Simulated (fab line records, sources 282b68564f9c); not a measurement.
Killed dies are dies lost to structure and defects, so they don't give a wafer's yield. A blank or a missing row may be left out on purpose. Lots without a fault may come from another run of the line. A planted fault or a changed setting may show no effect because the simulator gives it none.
Which tool did it? | flow rit_cmos | 14 lots, 42 wafers sampled, at 6 steps of a route of 202

WHAT THE GAUGES READ, wafer by wafer
RIT_ACTIVE_BOW_MEAS_00. Usual: INCOMING_BOW 0 um, standard deviation 6.9.
lot  | measured    | on            | INCOMING_BOW (um) | flag
L594 | day 1 10:01 | film_metro-04 | 4 -6 3            |
L595 | day 1 15:00 | film_metro-03 | 1 8 0             |
L596 | day 1 20:00 | film_metro-01 | -6 7 16           |
L598 | day 2 06:00 | film_metro-03 | -3 8 16           |
L599 | day 2 11:00 | film_metro-03 | 0 -8 -8           |
L600 | day 2 16:01 | film_metro-04 | 3 -4 -6           |
L601 | day 2 21:00 | film_metro-04 | -3 13 -2          |
L602 | day 3 02:00 | film_metro-03 | -7 -2 -10         |
L609 | day 4 13:00 | film_metro-04 | -6 -4 1           |
L610 | day 4 18:01 | film_metro-01 | -6 1 10           |
L613 | day 5 09:00 | film_metro-03 | 14 7 -4           |
L614 | day 5 14:00 | film_metro-03 | -5 16 3           |
L616 | day 6 00:02 | film_metro-01 | -3 -9 -5          |
L617 | day 6 05:01 | film_metro-03 | 3 5 -10           |

RIT_WELLDRIVE_RS_MEAS_01: measures by four-point-probe. Usual: NWELL_RS 275.9 ohm/sq, standard deviation 0.65.
lot  | measured    | on            | NWELL_RS (ohm/sq) | flag
L594 | day 2 05:51 | film_metro-01 | 276.0 275.3 275.5 |
L595 | day 2 10:55 | film_metro-01 | 275.7 276.1 275.2 |
L596 | day 2 14:27 | film_metro-03 | 275.6 275.3 275.3 |
L598 | day 3 08:22 | film_metro-01 | 275.1 275.6 275.7 |
L599 | day 3 13:27 | film_metro-02 | 286.0 286.5 287.2 | OFF
L600 | day 3 19:52 | film_metro-01 | 287.1 286.8 286.0 | OFF
L601 | day 4 00:25 | film_metro-03 | 276.2 275.5 275.9 |
L602 | day 4 01:55 | film_metro-03 | 277.2 276.9 276.4 |
L609 | day 5 09:42 | film_metro-01 | 274.4 275.5 275.1 |
L610 | day 5 14:48 | film_metro-03 | 276.9 277.2 277.1 |
L613 | day 6 06:42 | film_metro-03 | 277.1 276.2 276.4 |
L614 | day 6 10:29 | film_metro-01 | 275.4 275.6 275.8 |
L616 | day 6 19:26 | film_metro-02 | 276.0 275.4 276.3 |
L617 | day 7 01:03 | film_metro-01 | 276.2 276.1 275.7 |

RIT_WELLDRIVE_RS_MEAS_02: measures by four-point-probe. Usual: PWELL_RS 430.1 ohm/sq, standard deviation 1.1.
lot  | measured    | on            | PWELL_RS (ohm/sq) | flag
L594 | day 2 05:58 | film_metro-01 | 430.6 430.6 429.4 |
L595 | day 2 11:02 | film_metro-01 | 429.3 430.0 430.6 |
L596 | day 2 14:34 | film_metro-03 | 431.0 429.1 429.9 |
L598 | day 3 08:29 | film_metro-01 | 430.0 431.3 430.4 |
L599 | day 3 13:34 | film_metro-02 | 441.6 439.9 440.1 | OFF
L600 | day 3 19:59 | film_metro-01 | 441.1 440.0 440.9 | OFF
L601 | day 4 00:32 | film_metro-03 | 430.4 431.4 429.5 |
L602 | day 4 02:02 | film_metro-03 | 431.3 431.5 430.0 |
L609 | day 5 09:49 | film_metro-01 | 428.1 430.1 428.6 |
L610 | day 5 14:55 | film_metro-03 | 431.8 430.9 430.1 |
L613 | day 6 06:49 | film_metro-03 | 430.5 431.2 432.1 |
L614 | day 6 10:37 | film_metro-01 | 430.4 430.3 431.3 |
L616 | day 6 19:33 | film_metro-02 | 429.1 429.9 428.5 |
L617 | day 7 01:10 | film_metro-01 | 428.9 430.7 429.9 |

RIT_M1_THK_MEAS_02: measures by xrf. Usual: M1_AL_THK 400 nm, standard deviation 5.
lot  | measured    | on            | M1_AL_THK (nm) | flag
L594 | day 3 13:27 | film_metro-01 | 393 399 391    |
L595 | day 3 14:23 | film_metro-04 | 406 406 404    |
L596 | day 4 02:56 | film_metro-04 | 394 399 389    |
L598 | day 4 13:16 | film_metro-01 | 406 401 404    |
L599 | day 4 19:10 | film_metro-01 | 408 407 402    |
L600 | day 5 02:14 | film_metro-01 | 396 391 393    |
L601 | day 5 04:45 | film_metro-01 | 405 407 404    |
L602 | day 5 04:26 | film_metro-04 | 397 405 400    |
L609 | day 6 12:48 | film_metro-03 | 405 396 399    |
L610 | day 6 16:38 | film_metro-03 | 396 393 395    |
L613 | day 7 15:17 | film_metro-03 | 400 399 400    |
L614 | day 7 15:39 | film_metro-01 | 399 399 403    |
L616 | day 8 05:03 | film_metro-01 | 409 400 409    |
L617 | day 8 09:52 | film_metro-03 | 396 397 402    |

RIT_M1_CD_MEAS_09: target cd 2600 nm. Usual: cd_nm 2599.7 nm, standard deviation 1.9.
lot  | measured    | on        | cd_nm (nm)           | flag
L594 | day 3 14:24 | cd_sem-01 | 2602.1 2599.5 2600.5 |
L595 | day 3 15:19 | cd_sem-02 | 2599.7 2599.4 2599.5 |
L596 | day 4 04:02 | cd_sem-01 | 2598.0 2598.7 2597.6 |
L598 | day 4 14:20 | cd_sem-01 | 2601.1 2598.5 2598.1 |
L599 | day 4 20:17 | cd_sem-01 | 2601.0 2600.6 2599.9 |
L600 | day 5 03:31 | cd_sem-02 | 2602.3 2604.1 2604.5 |
L601 | day 5 05:49 | cd_sem-02 | 2598.8 2598.2 2601.3 |
L602 | day 5 05:22 | cd_sem-01 | 2598.3 2599.4 2601.1 |
L609 | day 6 13:46 | cd_sem-01 | 2599.9 2601.1 2601.1 |
L610 | day 6 17:36 | cd_sem-01 | 2598.9 2597.6 2599.3 |
L613 | day 7 16:26 | cd_sem-01 | 2598.2 2599.9 2600.7 |
L614 | day 7 16:40 | cd_sem-02 | 2597.5 2599.8 2600.3 |
L616 | day 8 06:01 | cd_sem-01 | 2596.7 2594.9 2596.9 |
L617 | day 8 10:49 | cd_sem-01 | 2599.8 2601.0 2600.8 |

WHICH TOOL RAN EACH LOT (tool, then ch and the chambers of the sampled wafers, then the start)
lot  | RIT_WELLDRIVE_ANNEAL_00
L594 | furnace-03 ch 0, day 2 00:45
L595 | furnace-03 ch 0, day 2 05:50
L596 | furnace-01 ch 0, day 2 09:22
L598 | furnace-01 ch 0, day 3 03:17
L599 | furnace-01 ch 0, day 3 08:22
L600 | furnace-01 ch 0, day 3 14:46
L601 | furnace-04 ch 0, day 3 19:20
L602 | furnace-03 ch 0, day 3 20:50
L609 | furnace-04 ch 0, day 5 04:37
L610 | furnace-04 ch 0, day 5 09:42
L613 | furnace-03 ch 0, day 6 01:37
L614 | furnace-04 ch 0, day 6 05:24
L616 | furnace-04 ch 0, day 6 14:19
L617 | furnace-01 ch 0, day 6 19:56
- RIT_WELLDRIVE_ANNEAL_00: time 14700 s.

WHAT THE TOOLS THEMSELVES READ (means of the sampled wafers that have a number; where no wafer has one, the mark that the record gives instead)
RIT_WELLDRIVE_ANNEAL_00. Usual: run_length_s 18269 s, standard deviation 14.
lot  | tool       | run_length_s (s) | flag
L594 | furnace-03 | 18245            |
L595 | furnace-03 | 18247            |
L596 | furnace-01 | 18273            |
L598 | furnace-01 | 18281            |
L599 | furnace-01 | 15340            | OFF
L600 | furnace-01 | 15339            | OFF
L601 | furnace-04 | 18277            |
L602 | furnace-03 | 18250            |
L609 | furnace-04 | 18277            |
L610 | furnace-04 | 18279            |
L613 | furnace-03 | 18259            |
L614 | furnace-04 | 18280            |
L616 | furnace-04 | 18277            |
L617 | furnace-01 | 18270            |

THE ANSWER, worked out from the rows above alone
Rule: a lot is off if the mean of its wafers that have a number lies more than 3 standard deviations from the usual mean. A lot without any number at a reading at which 4 lots or more have one is off too. The other lots that the step has rows for count as sound. The gauges are gone through in route order, then the tools' own readings, and for those a lot's mean is taken as printed above. The first step at which some lot is off is used, and at that step the reading that is off furthest; a lot without a number counts as furthest.
Off: L599, L600, at RIT_WELLDRIVE_RS_MEAS_01 (NWELL_RS).
A tool fits if, at a process step before that reading, it ran every lot that is off, and no sound lot after the first of them. The gauges at RIT_WELLDRIVE_RS_MEAS_01 aren't tried: what is off there is off at RIT_WELLDRIVE_ANNEAL_00 too, on other tools, and a gauge's error can't cause that. None of those tried fits.

WHAT THE SIMULATOR HAD PUT IN
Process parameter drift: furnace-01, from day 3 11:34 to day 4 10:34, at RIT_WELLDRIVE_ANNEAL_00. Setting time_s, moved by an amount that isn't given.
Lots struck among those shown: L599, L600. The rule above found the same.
